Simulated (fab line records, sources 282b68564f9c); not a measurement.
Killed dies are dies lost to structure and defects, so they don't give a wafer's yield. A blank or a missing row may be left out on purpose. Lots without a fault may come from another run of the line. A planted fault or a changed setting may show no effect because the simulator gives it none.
Which tool did it? | flow rit_cmos | 6 lots, 18 wafers sampled, at 2 steps of a route of 202

WHAT THE GAUGES READ, wafer by wafer
RIT_GATE_THK_MEAS_09.
lot  | measured    | on            | GATE_POLY_THK (nm)
L658 | day 2 19:14 | film_metro-02 | 254.8 253.9 251.1
L660 | day 3 06:07 | film_metro-02 | 256.7 256.5 257.1
L662 | day 3 12:09 | film_metro-03 | 258.7 256.6 257.6
L664 | day 4 04:00 | film_metro-02 | 256.2 255.5 252.7
L666 | day 4 11:56 | film_metro-02 | 254.8 256.9 258.3
L675 | day 6 06:53 | film_metro-02 | 123.2 123.8 121.4

WHICH TOOL RAN EACH LOT (tool, then ch and the chambers of the sampled wafers, then the start)
lot  | RIT_GATE_CVD_08
L658 | lpcvd-01 ch 0, day 2 17:37
L660 | lpcvd-01 ch 1, day 3 04:29
L662 | lpcvd-01 ch 1, day 3 10:31
L664 | lpcvd-01 ch 0, day 4 02:23
L666 | lpcvd-01 ch 0, day 4 10:19
L675 | lpcvd-01 ch 1, day 6 05:15
- RIT_GATE_CVD_08: deposits poly-Si from SiH4, target thk 250 nm, time 2220 s.

THE ANSWER, worked out from the rows above alone
Rule: what is usual is taken from the lots themselves. Put in order of their means at a reading, lots are off if they are a third of the lots or fewer, leave a main group of 4 or more, and stand apart from it by a gap of 3 or more times the standard deviation of the main group's means; of several such gaps the widest counts. A main group whose means are all the same, to the digits that the tables above print for the reading, isn't used. A lot without any number at a reading at which 4 lots or more have one is off too. The other lots that the step has rows for count as sound.
Off: L675, at RIT_GATE_THK_MEAS_09 (GATE_POLY_THK). The main group: mean 255.8 nm, standard deviation 1.6.
A tool fits if, at a process step before that reading, it ran every lot that is off, and no sound lot after the first of them. The gauges at RIT_GATE_THK_MEAS_09 are tried like those tools. Can't be told from this: 2 tools fit, lpcvd-01 at RIT_GATE_CVD_08, film_metro-02 at RIT_GATE_THK_MEAS_09.

WHAT THE SIMULATOR HAD PUT IN
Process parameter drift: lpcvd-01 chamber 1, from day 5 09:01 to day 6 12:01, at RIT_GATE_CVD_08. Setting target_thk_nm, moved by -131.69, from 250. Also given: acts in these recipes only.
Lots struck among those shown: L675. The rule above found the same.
